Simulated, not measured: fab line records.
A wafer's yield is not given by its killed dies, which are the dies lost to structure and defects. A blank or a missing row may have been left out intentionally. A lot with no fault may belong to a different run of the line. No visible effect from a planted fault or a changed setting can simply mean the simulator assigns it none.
Matching of chambers + flow berkeley_cmos170 + rie_diel-04 running UCB170_ZERO_ETCH_06: 4 sister chambers
The step etches SiO2 in CHF3/CF4/Ar, time 12 s. 7 wafers are shown with their chamber, then 7 later ones without.

WAFERS PAIRED WITH THEIR CHAMBERS
| wafer  | chamber | throttle_valve_pct (%) | oes_product_au (a.u.) |
|--------|---------|------------------------|-----------------------|
| L536.2 | 2       | 9.45                   | 0.608                 |
| L537.5 | 2       | 9.45                   | 0.614                 |
| L543.1 | 1       | 9.33                   | 0.629                 |
| L543.2 | 0       | 9.24                   | 0.637                 |
| L543.4 | 3       | 9.08                   | 0.610                 |
| L551.2 | 0       | 9.23                   | 0.633                 |
| L551.4 | 3       | 9.10                   | 0.603                 |

WAFERS WHOSE CHAMBER IS MISSING
| wafer  | throttle_valve_pct (%) | oes_product_au (a.u.) |
|--------|------------------------|-----------------------|
| L551.5 | 9.09                   | 0.606                 |
| L553.2 | 9.44                   | 0.609                 |
| L553.3 | 9.35                   | 0.617                 |
| L553.5 | 9.35                   | 0.627                 |
| L554.1 | 9.44                   | 0.613                 |
| L554.2 | 9.35                   | 0.628                 |
| L554.6 | 9.24                   | 0.642                 |

WHICH CHAMBER EACH ONE RAN IN
| wafer  | from the rows above | in truth |
|--------|---------------------|----------|
| L551.5 | 3                   | 3        |
| L553.2 | 2                   | 2        |
| L553.3 | 1                   | 1        |
| L553.5 | 1                   | 1        |
| L554.1 | 2                   | 2        |
| L554.2 | 1                   | 1        |
| L554.6 | 0                   | 0        |
7 of 7 placed correctly. Number that these rows cannot place: 0. Number placed wrongly: 0.
How it was worked out, from the rows above alone: a wafer's distance from a chamber is the root of the sum, over the readings, of the square of ((its reading less the chamber's mean) divided by the reading's scatter). If the next closest chamber is less than 2 further off than the closest, the wafer can't be placed; otherwise it belongs to the closest. Each chamber's mean is taken over the wafers shown for it. The scatter is the square root of a quotient: the sum, over the shown wafers, of each reading's squared deviation from its chamber's mean, divided by wafers minus chambers.
